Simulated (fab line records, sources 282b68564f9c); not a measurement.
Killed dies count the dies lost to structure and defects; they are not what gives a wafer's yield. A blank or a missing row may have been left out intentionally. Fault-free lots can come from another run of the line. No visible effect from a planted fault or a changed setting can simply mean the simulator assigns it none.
Split-lot experiment    flow rit-cmos    on a route of 202 steps: 5 lots, 23 wafers read

ON THE SPLIT
At RIT_SILICIDE_SPUTTER_01 (material Ti, target thk 30 nm, time 240 s), the setting power-w was moved away from the recipe's 350 W on 5 of the 23 wafers read, by -11.8% to +6.2%. All remaining wafers had this setting at the recipe value.

FROM SPLIT TO READING: 1 step shown by the file between the two
- RIT_SILICIDE_RS_MEAS_02: measures by four-point-probe

THE READING
SILICIDE_TI_THK, in nm, at RIT_SILICIDE_THK_MEAS_03 (measures by xrf). A value of 30.1 nm with a standard deviation of 0.42 nm is what fault-free wafers of this fab line usually give.

wafer   tool, chamber at the split  power-w as run, W  against the recipe  SILICIDE_TI_THK, nm  against lot-mates on the recipe
L074.1  pvd-sputter-02, -           350                recipe              30.2                 -
L074.2  pvd-sputter-02, -           350                recipe              29.8                 -
L074.3  pvd-sputter-02, -           350                recipe              30.5                 -
L074.5  pvd-sputter-02, -           350                recipe              29.9                 -
L074.6  pvd-sputter-02, -           350                recipe              30.7                 -
L075.1  pvd-sputter-04, -           308.8              -11.8%              26.9                 -3.8
L075.2  pvd-sputter-04, -           308.8              -11.8%              26.9                 -3.8
L075.3  pvd-sputter-04, -           350                recipe              31.0                 -
L075.4  pvd-sputter-04, -           350                recipe              30.6                 -
L075.6  pvd-sputter-04, -           350                recipe              30.6                 -
L077.1  pvd-sputter-04, -           350                recipe              29.6                 -
L077.2  pvd-sputter-04, -           350                recipe              29.8                 -
L077.3  pvd-sputter-04, -           350                recipe              29.6                 -
L077.4  pvd-sputter-04, -           350                recipe              30.1                 -
L077.5  pvd-sputter-04, -           350                recipe              29.7                 -
L078.2  pvd-sputter-02, -           350                recipe              30.5                 -
L078.3  pvd-sputter-02, -           350                recipe              29.9                 -
L078.5  pvd-sputter-02, -           350                recipe              30.6                 -
L085.1  pvd-sputter-03, -           350                recipe              30.7                 -
L085.3  pvd-sputter-03, -           371.6              +6.2%               32.5                 +1.9
L085.4  pvd-sputter-03, -           350                recipe              30.6                 -
L085.5  pvd-sputter-03, -           371.6              +6.2%               32.4                 +1.8
L085.6  pvd-sputter-03, -           371.6              +6.2%               32.3                 +1.6

THE FIT
A straight line over all 23 wafers: SILICIDE_TI_THK changes by +0.304 nm for each +1% of power-w; r = +0.95; the points scatter about the line by 0.42 nm.
The same after taking each lot's own level away (the mean of its wafers on the recipe; 23 wafers): +0.313 nm for each +1%; r = +0.98; scatter 0.25 nm.
That fit puts the effect of the largest move of power-w on the reading at 3.7 nm.
From 29.76 to 30.73 nm: that is the span of the lots' own levels, equal to 2.3 times the standard deviation above.
Consequently the slope shifts little with the lot-to-lot level, the two slopes agreeing.
Check: for one of the wafers moved furthest among these (-11.8%), held out of the fit, the line's prediction against its lot-mates is -3.65 nm. It came out at -3.83 nm against them.

THE WHOLE CHAIN: every reading that the file lists as answering this split, in the file's order
step                      what it does                               reading                                                                            change (the file's fit)                r (the file's)
RIT_SILICIDE_SPUTTER_01   material Ti, target thk 30 nm, time 240 s  Ti_of_SILICIDE_SPUTTER_01.thk-nm (the simulator's own value, which no gauge read)  +0.302 nm for each +1% of the setting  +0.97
RIT_SILICIDE_RS_MEAS_02   measures by four-point-probe               SILICIDE_TI_RS                                                                     -0.652 for each +1% of the setting     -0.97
RIT_SILICIDE_THK_MEAS_03  measures by xrf                            SILICIDE_TI_THK                                                                    +0.315 for each +1% of the setting     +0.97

THE FILE'S OWN FIT
SILICIDE_TI_THK changes by +0.315 nm for each +1% of power-w, r = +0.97.
